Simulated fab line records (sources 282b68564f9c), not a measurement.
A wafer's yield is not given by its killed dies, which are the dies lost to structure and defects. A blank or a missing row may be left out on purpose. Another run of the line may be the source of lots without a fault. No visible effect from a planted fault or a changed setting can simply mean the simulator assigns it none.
Struck lot and sound lot, side by side + flow rit_cmos + 17 steps out of a route of 202
Sound: wafers L215.2, L215.5, L215.6. Wafers struck: L224.3, L224.4, L224.5. At the end, the cause is stated.
Per side, at each step with rows, come the tool, then ch with its chambers, and then its first start. Under that, the readings that differ: sound wafers + struck wafers + difference of the means + sigmas: that difference in standard deviations of wafers without a fault.
alike: readings with means less than 2 such deviations apart, plus words and numbers identical on both sides. not compared: withheld readings, readings lacking a value on some wafer, bounds such as >300 that could conceal the same value, and numbers that have no deviation in the record and whose values overlap.
The two part at a step that has a row with sigmas, a row that says differs or no value, or rows on one side only. Numbers that have no deviation but don't overlap get no sigmas and don't part them. A reading missing from all wafers of one side parts the sides only when that side holds two or more wafers.

RIT_NWELL_TW_MEAS_10:
  sound on film_metro-02, day 2 04:00; struck on film_metro-01, day 4 01:32
  alike: NWELL_TW
then, 6 steps without rows for these wafers: RIT_PWELL_HMDS_00 (prime time 60 s); RIT_PWELL_COAT_01 (resist thk 1300 nm); RIT_PWELL_SOFTBAKE_02 (time 60 s); RIT_PWELL_EXPOSE_03 (exposes mask M3, target cd 43700 nm); RIT_PWELL_PEB_04; RIT_PWELL_DEVELOP_05 (develop time 68 s).
RIT_PWELL_OVL_MEAS_06:
  sound on overlay-01, day 2 05:02; struck on overlay-01, day 4 02:28
  alike: PWELL_OVL
then, 2 steps without rows for these wafers: RIT_PWELL_HARDBAKE_07 (time 120 s); RIT_PWELL_IMPLANT_08.
RIT_PWELL_STRIP_09: strips in O2, time 180 s.
  sound on plasma_asher-01 ch 0,1, day 2 05:28; struck on plasma_asher-01 ch 0,1, day 4 02:56
  alike: drypump_motor_current_A
  not compared: rf_hours_counter_h
RIT_PWELL_TW_MEAS_10:
  sound on film_metro-02, day 2 05:40; struck on film_metro-04, day 4 03:05
  alike: PWELL_TW
RIT_WELLDRIVE_ANNEAL_00: time 14700 s.
  sound on furnace-03 ch 0, day 2 06:16; struck on furnace-03 ch 0, day 4 04:09
| reading                | sound                | struck               | difference | sigmas      |
|------------------------|----------------------|----------------------|------------|-------------|
| spike_tc_centre_C (C)  | 1101.7 1102.1 1101.5 | 1084.6 1083.6 1085.4 | -17.2      | -13         |
| spike_tc_load_C (C)    | 1126.9 1127.6 1127.3 | 1109.1 1109.9 1109.0 | -17.9      | -12         |
| spike_tc_source_C (C)  | 1126 1124 1125       | 1106 1107 1108       | -18        | -5          |
| tube_center_temp_C (C) | 1100 1099.9 1099.9   | 1082.1 1081.9 1082   | -17.9      | -99 or more |
| tube_center_temp_C_max | 1102.6 1102.4 1102.7 | 1085.2 1084.7 1085.5 | -17.4      | -39         |
  alike: zone_power_centre_pct
RIT_WELLDRIVE_RS_MEAS_01: measures by four-point-probe.
  sound on film_metro-02, day 2 11:22; struck on film_metro-02, day 4 09:17
| reading           | sound             | struck            | difference | sigmas |
|-------------------|-------------------|-------------------|------------|--------|
| NWELL_RS (ohm/sq) | 273.6 273.6 273.8 | 294.5 295.5 295.4 | +21.5      | +26    |
RIT_WELLDRIVE_RS_MEAS_02: measures by four-point-probe.
  sound on film_metro-02, day 2 11:29; struck on film_metro-02, day 4 09:24
| reading           | sound             | struck            | difference | sigmas |
|-------------------|-------------------|-------------------|------------|--------|
| PWELL_RS (ohm/sq) | 430.5 430.2 430.5 | 448.0 447.7 446.9 | +17.1      | +13    |
then, 1 step without rows for these wafers: RIT_NRETRO_HMDS_00 (prime time 60 s).
RIT_M1_PROBE_99:
  sound on prober-02, day 3 15:37; struck on prober-02, day 5 16:23
| reading                             | sound                | struck               | difference | sigmas |
|-------------------------------------|----------------------|----------------------|------------|--------|
| model.etest.nwell_pinched.rs_ohm_sq | 339.1 338.2 341.9    | 382.8 380.6 375.9    | +40.0      |        |
| model.etest.pwell_pinched.rs_ohm_sq | 464.2 462.1 459.9    | 487 483.3 480.3      | +21        |        |
| model.etest.pwell.rs_ohm_sq         | 418.8 420 415.8      | 438.2 437.6 436.1    | +19.1      |        |
| model.etest.pmos_narrow.drive_ua_um | 107.3 109.9 107.4    | 103.1 101.3 103.4    | -5.6       |        |
| model.etest.pmos_0p3.drive_ua_um    | 108.2 110.8 109.7    | 105.8 104.4 105.8    | -4.2       |        |
| model.etest.field_n.vt_v (V)        | 34.55 35.59 35.18    | 38.59 38.41 38.76    | +3.48      |        |
| model.etest.field_p_metal.vt_v (V)  | -28.01 -28.14 -27.59 | -26.07 -26.29 -26.22 | +1.72      |        |
| model.etest.field_p.vt_v (V)        | -12.38 -12.46 -12.27 | -11.46 -11.49 -11.42 | +0.91      |        |
  alike: killed_at_contacts, killed_at_front_end, killed_dies, killed_on_rim, killed_open, killed_short

## WHERE THEY PART
First at RIT_WELLDRIVE_ANNEAL_00; last, within this record, at RIT_WELLDRIVE_RS_MEAS_02. Later steps at which nothing parts them and some readings are alike: RIT_M1_PROBE_99.

WHY: what the simulator had put in
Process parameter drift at RIT_WELLDRIVE_ANNEAL_00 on furnace-03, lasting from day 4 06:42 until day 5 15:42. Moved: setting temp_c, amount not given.
